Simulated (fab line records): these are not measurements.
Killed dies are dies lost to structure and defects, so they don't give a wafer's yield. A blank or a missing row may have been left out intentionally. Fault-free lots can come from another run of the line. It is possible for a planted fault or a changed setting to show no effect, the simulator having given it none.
Problem report in the 8D (eight disciplines) form, filled by code    flow rit-cmos    the parts of the form that need people (team, actions taken, sign-off) are left out

## 1. WHAT IS WRONG
Mean of run-length-s at RIT_PSD_STRIP_09: 117.3 s over 3 wafers from 1 lot, against 208.4 s (standard deviation 0.4) on wafers with no fault. So: -99 or more standard deviations from the usual mean.
The step: strips in O2, time 180 s.
Seen first at day 4 06:06 on plasma-asher-03, wafer L933.2. Wafers with a number at this step in the record: 39, from 13 lots. The rule behind "out" and "out of limits": a value lying over 4 standard deviations away from the usual mean. Any other wafer with a number is counted as sound.

## 2. WHAT THIS IS AND IS NOT
question                     is                      is not
which readings at this step  run-length-s            drypump-motor-current-A
which lots                   L933                    L928, L929, L930, L941, L942, L943, L944, L945, L946, L947, L948, L949
which wafers of those lots   all that have a number  -
read on which tools          plasma-asher-03         plasma-asher-01, plasma-asher-04
when                         from day 4 06:06        up to then (9 sound wafers); but 27 sound wafers of L941, L942, L943, L944, L945, L946, L947, L948, L949 came after

## 3. THE SUSPECTS, EACH WITH WHAT RULES IT OUT
Counting: a tool at a process step up to the reading stays a suspect if it ran every lot that is out and no sound lot after the first of them.
- plasma-asher-03 at RIT_PSD_STRIP_09 (strips in O2, time 180 s): ruled out as a lasting fault. Sound lots L945, L946, L947 ran on it after its first lot that is out, L933 (day 4 06:06).
Left after counting: nothing in the record.

## 4. THE CAUSE (what the simulator had put in)
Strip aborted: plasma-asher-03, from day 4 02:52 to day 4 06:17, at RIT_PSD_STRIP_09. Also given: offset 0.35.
Counting ruled it out, wrongly.

## 5. THE CHAIN OF EFFECTS, in route order
Rows list readings where the struck wafers' mean (over those with a number) sits beyond 3 standard deviations from the usual. Only readings whose record carries a usual standard deviation are examined. hours: median over the lots of the time between each lot's start at the first step of this table that gives one and its start at this step. sigmas: the change, counted in usual standard deviations.
hours  step              reading              usual    on struck wafers  change  sigmas
0      RIT_PSD_STRIP_09  run-length-s         208.4 s  117.3             -91.1   -99 or more
8      RIT_M1_PROBE_99   killed-at-front-end  6.7      264.0             +257.3  +95
8      RIT_M1_PROBE_99   killed-dies          6.7      264.0             +257.3  +95
8      RIT_M1_PROBE_99   killed-on-rim        1.8      70.0              +68.2   +57
Process steps it contains:
- RIT_PSD_STRIP_09: strips in O2, time 180 s.
- RIT_M1_PROBE_99

## 6. HOW IT WOULD HAVE BEEN CAUGHT EARLIER
In this record the first reading out of limits was taken at day 4 06:06, 3 hours after the fault began at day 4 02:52.
